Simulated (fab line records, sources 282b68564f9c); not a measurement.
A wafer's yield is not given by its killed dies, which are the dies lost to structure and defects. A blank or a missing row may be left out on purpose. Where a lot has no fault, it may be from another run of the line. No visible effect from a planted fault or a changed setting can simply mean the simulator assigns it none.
Split-lot experiment ; flow ritCmos ; 23 wafers read from 5 lots, route of 202 steps

== ABOUT THE SPLIT ==
At RIT_SDANNEAL_RTA_03 (time 5 s), the setting timeS was moved away from the recipe's 5 s on 10 of the 23 wafers read, by -12.2% to +7.1%. This setting was run at the recipe's value on the other wafers.

== FROM THE SPLIT TO THE READING: what the file shows between them, 2 steps ==
- RIT_SDANNEAL_RS_MEAS_04: measures by four-point-probe
- RIT_SDANNEAL_RS_MEAS_05: measures by four-point-probe

== THE READING ==
Measured at RIT_SDANNEAL_RS_MEAS_06 by four-point probe: PLDD_RS, in ohm/sq. A value of 178.7 ohm/sq with a standard deviation of 0.55 ohm/sq is what fault-free wafers of this fab line usually give.

wafer;tool, chamber at the split;timeS as run, s;against the recipe;PLDD_RS, ohm/sq;against lot-mates on the recipe
L078.1;rtpAnneal-01, 0;5;recipe;178.9;-
L078.2;rtpAnneal-01, 0;5;recipe;178.7;-
L078.3;rtpAnneal-01, 0;5.297;+5.9%;177.6;-1.1
L078.5;rtpAnneal-01, 0;5.297;+5.9%;178.2;-0.5
L078.6;rtpAnneal-01, 0;5;recipe;178.5;-
L080.3;rtpAnneal-01, 0;5;recipe;178.1;-
L080.4;rtpAnneal-01, 0;5;recipe;178.4;-
L080.6;rtpAnneal-01, 0;5;recipe;178.7;-
L082.1;rtpAnneal-01, 0;5.356;+7.1%;177.7;-1.6
L082.2;rtpAnneal-01, 0;5;recipe;179.2;-
L082.3;rtpAnneal-01, 0;5;recipe;179.6;-
L082.4;rtpAnneal-01, 0;5.356;+7.1%;178.4;-0.9
L082.6;rtpAnneal-01, 0;5;recipe;179.0;-
L083.1;rtpAnneal-02, 0;4.391;-12.2%;181.2;+1.5
L083.2;rtpAnneal-02, 0;5;recipe;179.8;-
L083.3;rtpAnneal-02, 0;4.391;-12.2%;181.6;+1.9
L083.5;rtpAnneal-02, 0;4.391;-12.2%;181.5;+1.8
L083.6;rtpAnneal-02, 0;5;recipe;179.5;-
L085.1;rtpAnneal-02, 0;4.694;-6.1%;180.4;+1.1
L085.2;rtpAnneal-02, 0;4.694;-6.1%;180.6;+1.3
L085.4;rtpAnneal-02, 0;5;recipe;179.2;-
L085.5;rtpAnneal-02, 0;5;recipe;179.4;-
L085.6;rtpAnneal-02, 0;4.694;-6.1%;179.6;+0.3

THE FIT
A straight line over all 23 wafers: PLDD_RS changes by -0.186 ohm/sq for each +1% of timeS; r = -0.92; the points scatter about the line by 0.46 ohm/sq.
The same after taking each lot's own level away (the mean of its wafers on the recipe; 23 wafers): -0.149 ohm/sq for each +1%; r = -0.95; scatter 0.28 ohm/sq.
On that fit, the largest move of timeS shifts the reading by 1.8 ohm/sq.
The span of the lots' own levels, 178.40 to 179.65 ohm/sq, comes to 2.3 times the standard deviation stated above.
Hence the slope depends on the lot-to-lot level, as the two fits are not the same.
Check: for one of the wafers moved furthest among these (-12.2%), held out of the fit, the line's prediction against its lot-mates is +1.88 ohm/sq. It came out at +1.55 ohm/sq against them.

== THE WHOLE CHAIN: every reading that the file lists as answering this split, in the file's order ==
step;what it does;reading;change (the file's fit);r (the file's)
RIT_SDANNEAL_RS_MEAS_04;measures by four-point-probe;PSD_RS;-0.144 for each +1% of the setting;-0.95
RIT_SDANNEAL_RS_MEAS_06;measures by four-point-probe;PLDD_RS;-0.145 for each +1% of the setting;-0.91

== FILE'S OWN FIT ==
PLDD_RS changes by -0.145 ohm/sq for each +1% of timeS, r = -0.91.
